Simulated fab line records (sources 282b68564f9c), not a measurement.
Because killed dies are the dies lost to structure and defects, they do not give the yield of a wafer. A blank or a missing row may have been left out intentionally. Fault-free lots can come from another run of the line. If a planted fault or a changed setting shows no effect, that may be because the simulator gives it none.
Split-lot experiment || flow ritCmos || 23 wafers read from 5 lots, route of 202 steps

== THE SPLIT ==
At RIT_REOX_OXIDATION_03 (target thk 25.2 nm, ox time 5580 s), the setting oxTimeS was moved away from the recipe's 5580 s on 10 of the 23 wafers read, by -8.4% to -8.3%. For the rest of the wafers, this setting stayed at what the recipe calls for.

Split to reading: the file shows no intervening step.

== THE READING ==
REOX_OXIDE_THK at RIT_REOX_THK_MEAS_04, in nm. Typical for fault-free wafers on this fab line: 25.2 nm, with standard deviation 0.53 nm.

{"wafer": "L079.1", "tool, chamber at the split": "-, -", "oxTimeS as run, s": 5118, "against the recipe": "-8.3%", "REOX_OXIDE_THK, nm": 23.5, "against lot-mates on the recipe": "no lot-mate on the recipe"}
{"wafer": "L079.3", "tool, chamber at the split": "-, -", "oxTimeS as run, s": 5118, "against the recipe": "-8.3%", "REOX_OXIDE_THK, nm": 23.5, "against lot-mates on the recipe": "no lot-mate on the recipe"}
{"wafer": "L079.4", "tool, chamber at the split": "-, -", "oxTimeS as run, s": 5118, "against the recipe": "-8.3%", "REOX_OXIDE_THK, nm": 23.6, "against lot-mates on the recipe": "no lot-mate on the recipe"}
{"wafer": "L079.5", "tool, chamber at the split": "-, -", "oxTimeS as run, s": 5118, "against the recipe": "-8.3%", "REOX_OXIDE_THK, nm": 23.1, "against lot-mates on the recipe": "no lot-mate on the recipe"}
{"wafer": "L079.6", "tool, chamber at the split": "-, -", "oxTimeS as run, s": 5118, "against the recipe": "-8.3%", "REOX_OXIDE_THK, nm": 23.4, "against lot-mates on the recipe": "no lot-mate on the recipe"}
{"wafer": "L081.1", "tool, chamber at the split": "-, -", "oxTimeS as run, s": 5110, "against the recipe": "-8.4%", "REOX_OXIDE_THK, nm": 23.5, "against lot-mates on the recipe": "no lot-mate on the recipe"}
{"wafer": "L081.2", "tool, chamber at the split": "-, -", "oxTimeS as run, s": 5110, "against the recipe": "-8.4%", "REOX_OXIDE_THK, nm": 23.7, "against lot-mates on the recipe": "no lot-mate on the recipe"}
{"wafer": "L081.3", "tool, chamber at the split": "-, -", "oxTimeS as run, s": 5110, "against the recipe": "-8.4%", "REOX_OXIDE_THK, nm": 23.2, "against lot-mates on the recipe": "no lot-mate on the recipe"}
{"wafer": "L081.4", "tool, chamber at the split": "-, -", "oxTimeS as run, s": 5110, "against the recipe": "-8.4%", "REOX_OXIDE_THK, nm": 23.5, "against lot-mates on the recipe": "no lot-mate on the recipe"}
{"wafer": "L081.5", "tool, chamber at the split": "-, -", "oxTimeS as run, s": 5110, "against the recipe": "-8.4%", "REOX_OXIDE_THK, nm": 23.9, "against lot-mates on the recipe": "no lot-mate on the recipe"}
{"wafer": "L082.1", "tool, chamber at the split": "-, -", "oxTimeS as run, s": 5580, "against the recipe": "recipe", "REOX_OXIDE_THK, nm": 25.6, "against lot-mates on the recipe": "-"}
{"wafer": "L082.2", "tool, chamber at the split": "-, -", "oxTimeS as run, s": 5580, "against the recipe": "recipe", "REOX_OXIDE_THK, nm": 25.6, "against lot-mates on the recipe": "-"}
{"wafer": "L082.3", "tool, chamber at the split": "-, -", "oxTimeS as run, s": 5580, "against the recipe": "recipe", "REOX_OXIDE_THK, nm": 25.6, "against lot-mates on the recipe": "-"}
{"wafer": "L082.5", "tool, chamber at the split": "-, -", "oxTimeS as run, s": 5580, "against the recipe": "recipe", "REOX_OXIDE_THK, nm": 25.7, "against lot-mates on the recipe": "-"}
{"wafer": "L082.6", "tool, chamber at the split": "-, -", "oxTimeS as run, s": 5580, "against the recipe": "recipe", "REOX_OXIDE_THK, nm": 25.6, "against lot-mates on the recipe": "-"}
{"wafer": "L084.3", "tool, chamber at the split": "furnace-01, 0", "oxTimeS as run, s": 5580, "against the recipe": "recipe", "REOX_OXIDE_THK, nm": 25.1, "against lot-mates on the recipe": "-"}
{"wafer": "L084.4", "tool, chamber at the split": "furnace-01, 0", "oxTimeS as run, s": 5580, "against the recipe": "recipe", "REOX_OXIDE_THK, nm": 25.3, "against lot-mates on the recipe": "-"}
{"wafer": "L084.6", "tool, chamber at the split": "furnace-01, 0", "oxTimeS as run, s": 5580, "against the recipe": "recipe", "REOX_OXIDE_THK, nm": 25.1, "against lot-mates on the recipe": "-"}
{"wafer": "L085.1", "tool, chamber at the split": "-, -", "oxTimeS as run, s": 5580, "against the recipe": "recipe", "REOX_OXIDE_THK, nm": 25.4, "against lot-mates on the recipe": "-"}
{"wafer": "L085.2", "tool, chamber at the split": "-, -", "oxTimeS as run, s": 5580, "against the recipe": "recipe", "REOX_OXIDE_THK, nm": 25.5, "against lot-mates on the recipe": "-"}
{"wafer": "L085.3", "tool, chamber at the split": "-, -", "oxTimeS as run, s": 5580, "against the recipe": "recipe", "REOX_OXIDE_THK, nm": 25.1, "against lot-mates on the recipe": "-"}
{"wafer": "L085.4", "tool, chamber at the split": "-, -", "oxTimeS as run, s": 5580, "against the recipe": "recipe", "REOX_OXIDE_THK, nm": 25.4, "against lot-mates on the recipe": "-"}
{"wafer": "L085.6", "tool, chamber at the split": "-, -", "oxTimeS as run, s": 5580, "against the recipe": "recipe", "REOX_OXIDE_THK, nm": 25.3, "against lot-mates on the recipe": "-"}

THE FIT
A straight line over all 23 wafers: REOX_OXIDE_THK changes by +0.229 nm for each +1% of oxTimeS; r = +0.98; the points scatter about the line by 0.22 nm.
Too few moved wafers have a lot-mate on the recipe to fit a line with each lot's own level taken away.

== THE WHOLE CHAIN: every reading that the file lists as answering this split, in the file's order ==
{"step": "RIT_REOX_OXIDATION_03", "what it does": "target thk 25.2 nm, ox time 5580 s", "reading": "SiO2_of_REOX_OXIDATION_03.thkNm (the simulator's own value, which no gauge read)", "change (the file's fit)": "+0.229 nm for each +1% of the setting", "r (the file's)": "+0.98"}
{"step": "RIT_REOX_THK_MEAS_04", "what it does": "", "reading": "REOX_OXIDE_THK", "change (the file's fit)": "+0.231 for each +1% of the setting", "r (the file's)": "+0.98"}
{"step": "RIT_SPACER_CLEAN_00", "what it does": "cleans in SC1, time 600 s", "reading": "SiO2_of_REOX_OXIDATION_03.thkNm (the simulator's own value, which no gauge read)", "change (the file's fit)": "+0.216 nm for each +1% of the setting", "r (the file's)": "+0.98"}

== FILE'S OWN FIT ==
REOX_OXIDE_THK changes by +0.231 nm for each +1% of oxTimeS, r = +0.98.
